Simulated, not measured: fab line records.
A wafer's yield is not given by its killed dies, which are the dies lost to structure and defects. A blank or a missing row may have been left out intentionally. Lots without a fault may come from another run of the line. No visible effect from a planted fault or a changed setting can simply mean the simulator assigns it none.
What tool caused it?	flow rit cmos	14 lots with 42 wafers sampled at 2 steps, on a route of 202 steps

WHAT THE GAUGES SHOWED, per wafer
The record holds no reading of a measuring or inspecting step that can be judged against a usual standard deviation.

EACH LOT AND THE TOOL THAT RAN IT (in order: tool; ch and the chambers of the sampled wafers; start)
lot	RIT_M1_DEVELOP_08	RIT_M1_PROBE_99
L508	litho track-04 ch 0, day 3 10:00	-
L509	litho track-02 ch 0, day 3 15:00	-
L510	litho track-04 ch 0, day 3 20:00	-
L511	litho track-02 ch 0, day 4 02:00	-
L512	litho track-02 ch 0, day 4 10:00	-
L515	litho track-02 ch 0, day 4 22:00	prober-02, day 5 01:04
L521	litho track-01 ch 0, day 6 09:00	prober-02, day 6 12:10
L523	litho track-01 ch 0, day 6 17:00	-
L522	litho track-01 ch 0, day 6 18:00	-
L526	litho track-02 ch 0, day 7 18:00	prober-01, day 7 21:46
L527	litho track-01 ch 0, day 8 02:00	-
L528	litho track-04 ch 0, day 8 02:00	-
L531	litho track-02 ch 0, day 8 20:00	-
L530	litho track-02 ch 0, day 8 20:00	-
- RIT_M1_DEVELOP_08: develop time 68 s.
- RIT_M1_PROBE_99

WHAT THE TOOLS THEMSELVES READ (means of the sampled wafers that have a number; where no wafer has one, the mark that the record gives instead)
RIT_M1_DEVELOP_08.
lot	tool	developer temp C (C)	resist line temp C (C)
L508	litho track-04	23.09	23.15
L509	litho track-02	22.92	23.02
L510	litho track-04	22.92	22.96
L511	litho track-02	22.99	23.06
L512	litho track-02	22.34	22.98
L515	litho track-02	22.13	22.94
L521	litho track-01	23.12	22.81
L523	litho track-01	22.96	23.14
L522	litho track-01	23.01	22.94
L526	litho track-02	22.97	22.97
L527	litho track-01	23.19	22.95
L528	litho track-04	22.96	22.83
L531	litho track-02	22.94	23.00
L530	litho track-02	23.00	23.05

RIT_M1_PROBE_99.
lot	tool	defect limited yield (%)	killed at contacts	killed at front end	killed dies	killed open	killed short	sort_bin_3_pad_short (%)	sort_bin_5_function (%)	sort_bin_6_memory (%)	sort n pass	sort yield pct (%)
L515	prober-02	97.3	0.0	7	7	4.0	3.0	0.1	1.4	1.1	257	97.3
L521	prober-02	98.9	0.0	3	3	1.7	1.3	0.0	0.7	0.5	261	98.9
L526	prober-01	97.6	0.7	6	6	3.0	3.3	0.4	1.2	0.8	258	97.6

THE ANSWER, worked out from the rows above alone
Rule: the lots themselves supply what counts as usual. The widest of any qualifying gaps counts: lots, ordered by their means at a reading, are off when they make up no more than a third of the lots, leave a main group of 4 or more, and stand apart from it by 3 or more times the standard deviation of that group's means. A main group whose means are all the same, to the digits that the tables above print for the reading, isn't used. Also off: a lot with no number at a reading for which 4 or more lots have one. All remaining lots with rows at the step are treated as sound. The gauges are gone through in route order, then the tools' own readings, and for those a lot's mean is taken as printed above. At the first step where some lot is off, the reading lying furthest off is the one used; lots without a number count as furthest.
Off, at RIT_M1_DEVELOP_08 on developer temp C: L512, L515. Main group: mean 23.01 C, sd 0.081.
A tool fits if, at that step or a process step before it, it ran every lot that is off, and no sound lot after the first of them. Not one of the candidates tried fits.

WHAT WAS PUT IN BY THE SIMULATOR
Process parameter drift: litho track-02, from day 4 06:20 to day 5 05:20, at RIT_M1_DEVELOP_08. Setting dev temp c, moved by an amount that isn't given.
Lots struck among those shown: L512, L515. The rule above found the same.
